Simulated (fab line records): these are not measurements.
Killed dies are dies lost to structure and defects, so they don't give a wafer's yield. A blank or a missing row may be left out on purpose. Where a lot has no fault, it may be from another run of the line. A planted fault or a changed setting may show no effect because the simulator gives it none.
Which tool did it? || flow ritCmos || 16 lots, 48 wafers sampled, at 5 steps of a route of 202

## WHAT EACH GAUGE READ, for each wafer
RIT_ACTIVE_BOW_MEAS_00. Usual: for INCOMING_BOW the level is -1 um and the standard deviation is 6.3.
{"lot": "L997", "measured": "day 1 10:00", "on": "filmMetro-02", "INCOMING_BOW (um)": "-6 5 -5", "flag": ""}
{"lot": "L999", "measured": "day 1 20:02", "on": "filmMetro-03", "INCOMING_BOW (um)": "-15 1 -7", "flag": ""}
{"lot": "L100", "measured": "day 2 01:01", "on": "filmMetro-02", "INCOMING_BOW (um)": "2 4 3", "flag": ""}
{"lot": "L101", "measured": "day 2 06:00", "on": "filmMetro-02", "INCOMING_BOW (um)": "-3 -4 -5", "flag": ""}
{"lot": "L102", "measured": "day 2 11:00", "on": "filmMetro-01", "INCOMING_BOW (um)": "2 -9 -3", "flag": ""}
{"lot": "L104", "measured": "day 2 21:01", "on": "filmMetro-02", "INCOMING_BOW (um)": "4 7 8", "flag": ""}
{"lot": "L105", "measured": "day 3 02:04", "on": "filmMetro-03", "INCOMING_BOW (um)": "-1 -3 -7", "flag": ""}
{"lot": "L106", "measured": "day 3 07:00", "on": "filmMetro-02", "INCOMING_BOW (um)": "4 2 -8", "flag": ""}
{"lot": "L107", "measured": "day 3 12:00", "on": "filmMetro-02", "INCOMING_BOW (um)": "4 2 3", "flag": ""}
{"lot": "L108", "measured": "day 3 17:00", "on": "filmMetro-02", "INCOMING_BOW (um)": "-6 6 1", "flag": ""}
{"lot": "L109", "measured": "day 3 22:00", "on": "filmMetro-01", "INCOMING_BOW (um)": "1 -4 -8", "flag": ""}
{"lot": "L110", "measured": "day 4 03:00", "on": "filmMetro-03", "INCOMING_BOW (um)": "6 6 -5", "flag": ""}
{"lot": "L111", "measured": "day 4 08:00", "on": "filmMetro-03", "INCOMING_BOW (um)": "-4 7 9", "flag": ""}
{"lot": "L112", "measured": "day 4 13:00", "on": "filmMetro-02", "INCOMING_BOW (um)": "11 6 -5", "flag": ""}
{"lot": "L113", "measured": "day 4 18:01", "on": "filmMetro-01", "INCOMING_BOW (um)": "-5 3 1", "flag": ""}
{"lot": "L114", "measured": "day 4 23:02", "on": "filmMetro-02", "INCOMING_BOW (um)": "0 0 -2", "flag": ""}

RIT_NRETRO_TW_MEAS_10. Usual: for NRETRO_TW the level is 1040 and the standard deviation is 12.
{"lot": "L997", "measured": "day 2 06:15", "on": "filmMetro-03", "NRETRO_TW": "1053 1053 1056", "flag": ""}
{"lot": "L999", "measured": "day 2 15:19", "on": "filmMetro-03", "NRETRO_TW": "1053 1055 1052", "flag": ""}
{"lot": "L100", "measured": "day 2 20:51", "on": "filmMetro-02", "NRETRO_TW": "1038 1038 1046", "flag": ""}
{"lot": "L101", "measured": "day 3 02:41", "on": "filmMetro-03", "NRETRO_TW": "1051 1049 1046", "flag": ""}
{"lot": "L102", "measured": "day 3 08:53", "on": "filmMetro-03", "NRETRO_TW": "1047 1050 1056", "flag": ""}
{"lot": "L104", "measured": "day 3 18:16", "on": "filmMetro-01", "NRETRO_TW": "1022 1024 1024", "flag": ""}
{"lot": "L105", "measured": "day 3 22:35", "on": "filmMetro-02", "NRETRO_TW": "1038 1039 1037", "flag": ""}
{"lot": "L106", "measured": "day 4 04:49", "on": "filmMetro-02", "NRETRO_TW": "1046 1047 1046", "flag": ""}
{"lot": "L107", "measured": "day 4 10:27", "on": "filmMetro-02", "NRETRO_TW": "1045 1050 1050", "flag": ""}
{"lot": "L108", "measured": "day 4 15:32", "on": "filmMetro-01", "NRETRO_TW": "1025 1026 1028", "flag": ""}
{"lot": "L109", "measured": "day 4 22:47", "on": "filmMetro-01", "NRETRO_TW": "1024 1032 1027", "flag": ""}
{"lot": "L110", "measured": "day 5 01:43", "on": "filmMetro-02", "NRETRO_TW": "1046 1043 1049", "flag": ""}
{"lot": "L111", "measured": "day 5 05:03", "on": "filmMetro-01", "NRETRO_TW": "1398 1395 1397", "flag": "OFF"}
{"lot": "L112", "measured": "day 5 10:34", "on": "filmMetro-03", "NRETRO_TW": "1434 1426 1433", "flag": "OFF"}
{"lot": "L113", "measured": "day 5 14:28", "on": "filmMetro-01", "NRETRO_TW": "1393 1383 1395", "flag": "OFF"}
{"lot": "L114", "measured": "day 5 18:53", "on": "filmMetro-01", "NRETRO_TW": "1385 1383 1387", "flag": "OFF"}

RIT_CONTACT_OVL_MEAS_09. Usual: for CONTACT_OVL the level is -0.6 nm and the standard deviation is 1.4.
{"lot": "L997", "measured": "day 3 05:10", "on": "overlay-02", "CONTACT_OVL (nm)": "-0.3 -0.9 -0.9", "flag": ""}
{"lot": "L999", "measured": "day 3 13:32", "on": "overlay-01", "CONTACT_OVL (nm)": "0.5 -1.0 0.2", "flag": ""}
{"lot": "L100", "measured": "day 3 18:57", "on": "overlay-01", "CONTACT_OVL (nm)": "-0.5 2.4 -1.3", "flag": ""}
{"lot": "L101", "measured": "day 4 00:52", "on": "overlay-01", "CONTACT_OVL (nm)": "-1.7 -2.6 -3.3", "flag": ""}
{"lot": "L102", "measured": "day 4 11:38", "on": "overlay-02", "CONTACT_OVL (nm)": "-0.2 -2.3 -2.9", "flag": ""}
{"lot": "L104", "measured": "day 4 17:29", "on": "overlay-02", "CONTACT_OVL (nm)": "-0.3 0.2 0.5", "flag": ""}
{"lot": "L105", "measured": "day 4 21:40", "on": "overlay-02", "CONTACT_OVL (nm)": "-0.2 0.4 -0.5", "flag": ""}
{"lot": "L106", "measured": "day 5 05:16", "on": "overlay-02", "CONTACT_OVL (nm)": "-0.8 -1.3 -0.8", "flag": ""}
{"lot": "L107", "measured": "day 5 07:54", "on": "overlay-01", "CONTACT_OVL (nm)": "-0.9 -1.0 -1.0", "flag": ""}
{"lot": "L108", "measured": "day 5 15:03", "on": "overlay-01", "CONTACT_OVL (nm)": "-2.2 -1.2 0.0", "flag": ""}
{"lot": "L109", "measured": "day 5 21:50", "on": "overlay-01", "CONTACT_OVL (nm)": "-0.2 -1.8 -1.0", "flag": ""}
{"lot": "L110", "measured": "day 6 03:43", "on": "overlay-01", "CONTACT_OVL (nm)": "-3.0 -0.5 -3.8", "flag": ""}
{"lot": "L111", "measured": "day 6 02:59", "on": "overlay-01", "CONTACT_OVL (nm)": "-0.1 -1.7 -0.2", "flag": ""}
{"lot": "L112", "measured": "day 6 11:20", "on": "overlay-01", "CONTACT_OVL (nm)": "-0.7 0.4 0.1", "flag": ""}
{"lot": "L113", "measured": "day 6 12:20", "on": "overlay-02", "CONTACT_OVL (nm)": "0.7 1.5 1.9", "flag": ""}
{"lot": "L114", "measured": "day 6 16:35", "on": "overlay-02", "CONTACT_OVL (nm)": "-1.2 -2.3 -2.0", "flag": ""}

## WHAT TOOL EACH LOT RAN ON (gives the tool, then ch and the chambers of the sampled wafers, and finally the start)
{"lot": "L997", "RIT_NRETRO_IMPLANT_08": "implanter-02 ch 0, day 2 05:56", "RIT_SILICIDE_RTA_06": "rtpAnneal-01 ch 0, day 3 03:41"}
{"lot": "L999", "RIT_NRETRO_IMPLANT_08": "implanter-03 ch 0, day 2 15:01", "RIT_SILICIDE_RTA_06": "rtpAnneal-01 ch 0, day 3 12:16"}
{"lot": "L100", "RIT_NRETRO_IMPLANT_08": "implanter-02 ch 0, day 2 20:32", "RIT_SILICIDE_RTA_06": "rtpAnneal-02 ch 0, day 3 17:33"}
{"lot": "L101", "RIT_NRETRO_IMPLANT_08": "implanter-04 ch 0, day 3 02:22", "RIT_SILICIDE_RTA_06": "rtpAnneal-01 ch 0, day 3 23:36"}
{"lot": "L102", "RIT_NRETRO_IMPLANT_08": "implanter-02 ch 0, day 3 08:34", "RIT_SILICIDE_RTA_06": "rtpAnneal-02 ch 0, day 4 10:22"}
{"lot": "L104", "RIT_NRETRO_IMPLANT_08": "implanter-04 ch 0, day 3 17:57", "RIT_SILICIDE_RTA_06": "rtpAnneal-02 ch 0, day 4 15:59"}
{"lot": "L105", "RIT_NRETRO_IMPLANT_08": "implanter-03 ch 0, day 3 22:19", "RIT_SILICIDE_RTA_06": "rtpAnneal-01 ch 0, day 4 20:17"}
{"lot": "L106", "RIT_NRETRO_IMPLANT_08": "implanter-03 ch 0, day 4 04:29", "RIT_SILICIDE_RTA_06": "rtpAnneal-02 ch 0, day 5 03:59"}
{"lot": "L107", "RIT_NRETRO_IMPLANT_08": "implanter-02 ch 0, day 4 10:07", "RIT_SILICIDE_RTA_06": "rtpAnneal-01 ch 0, day 5 06:38"}
{"lot": "L108", "RIT_NRETRO_IMPLANT_08": "implanter-02 ch 0, day 4 15:13", "RIT_SILICIDE_RTA_06": "rtpAnneal-02 ch 0, day 5 13:47"}
{"lot": "L109", "RIT_NRETRO_IMPLANT_08": "implanter-04 ch 0, day 4 22:28", "RIT_SILICIDE_RTA_06": "rtpAnneal-01 ch 0, day 5 20:34"}
{"lot": "L110", "RIT_NRETRO_IMPLANT_08": "implanter-04 ch 0, day 5 01:24", "RIT_SILICIDE_RTA_06": "rtpAnneal-01 ch 0, day 6 02:27"}
{"lot": "L111", "RIT_NRETRO_IMPLANT_08": "implanter-03 ch 0, day 5 04:44", "RIT_SILICIDE_RTA_06": "rtpAnneal-01 ch 0, day 6 01:43"}
{"lot": "L112", "RIT_NRETRO_IMPLANT_08": "implanter-02 ch 0, day 5 10:14", "RIT_SILICIDE_RTA_06": "rtpAnneal-01 ch 0, day 6 09:57"}
{"lot": "L113", "RIT_NRETRO_IMPLANT_08": "implanter-04 ch 0, day 5 14:10", "RIT_SILICIDE_RTA_06": "rtpAnneal-01 ch 0, day 6 10:46"}
{"lot": "L114", "RIT_NRETRO_IMPLANT_08": "implanter-03 ch 0, day 5 18:34", "RIT_SILICIDE_RTA_06": "rtpAnneal-02 ch 0, day 6 15:20"}
- RIT_NRETRO_IMPLANT_08
- RIT_SILICIDE_RTA_06: time 10 s, ramp up 5 s, ramp down 10 s.

## WHAT THE TOOLS THEMSELVES READ (means of the sampled wafers that have a number; where no wafer has one, the mark that the record gives instead)
RIT_SILICIDE_RTA_06. Usual: wafer_temp_C_max reads 753.7 (standard deviation 1.5).
{"lot": "L997", "tool": "rtpAnneal-01", "wafer_temp_C_max": 755.0, "flag": ""}
{"lot": "L999", "tool": "rtpAnneal-01", "wafer_temp_C_max": 754.3, "flag": ""}
{"lot": "L100", "tool": "rtpAnneal-02", "wafer_temp_C_max": 751.9, "flag": ""}
{"lot": "L101", "tool": "rtpAnneal-01", "wafer_temp_C_max": 754.5, "flag": ""}
{"lot": "L102", "tool": "rtpAnneal-02", "wafer_temp_C_max": 752.0, "flag": ""}
{"lot": "L104", "tool": "rtpAnneal-02", "wafer_temp_C_max": 751.6, "flag": ""}
{"lot": "L105", "tool": "rtpAnneal-01", "wafer_temp_C_max": 754.1, "flag": ""}
{"lot": "L106", "tool": "rtpAnneal-02", "wafer_temp_C_max": 752.7, "flag": ""}
{"lot": "L107", "tool": "rtpAnneal-01", "wafer_temp_C_max": 755.6, "flag": ""}
{"lot": "L108", "tool": "rtpAnneal-02", "wafer_temp_C_max": 752.2, "flag": ""}
{"lot": "L109", "tool": "rtpAnneal-01", "wafer_temp_C_max": 754.7, "flag": ""}
{"lot": "L110", "tool": "rtpAnneal-01", "wafer_temp_C_max": 755.2, "flag": ""}
{"lot": "L111", "tool": "rtpAnneal-01", "wafer_temp_C_max": 754.5, "flag": ""}
{"lot": "L112", "tool": "rtpAnneal-01", "wafer_temp_C_max": 754.3, "flag": ""}
{"lot": "L113", "tool": "rtpAnneal-01", "wafer_temp_C_max": 754.5, "flag": ""}
{"lot": "L114", "tool": "rtpAnneal-02", "wafer_temp_C_max": 752.1, "flag": ""}

## THE ANSWER, worked out from the rows above alone
Rule: a lot counts as off when the mean over its wafers that have a number is more than 3 standard deviations away from the usual mean. Also off: a lot with no number at a reading for which 4 or more lots have one. Any other lot the step has rows for is counted as sound. Order of review: gauges by route order, followed by the tools' own readings, for which a lot's mean as printed above is used. The first step at which some lot is off is used, and at that step the reading that is off furthest; a lot without a number counts as furthest.
Off: L111, L112, L113, L114, seen at RIT_NRETRO_TW_MEAS_10 (NRETRO_TW).
A tool fits if, at a process step before that reading, it ran every lot that is off, and no sound lot after the first of them. The gauges at RIT_NRETRO_TW_MEAS_10 are tried like those tools. Of those tried, none fits.

## WHAT THE SIMULATOR HAD PUT IN
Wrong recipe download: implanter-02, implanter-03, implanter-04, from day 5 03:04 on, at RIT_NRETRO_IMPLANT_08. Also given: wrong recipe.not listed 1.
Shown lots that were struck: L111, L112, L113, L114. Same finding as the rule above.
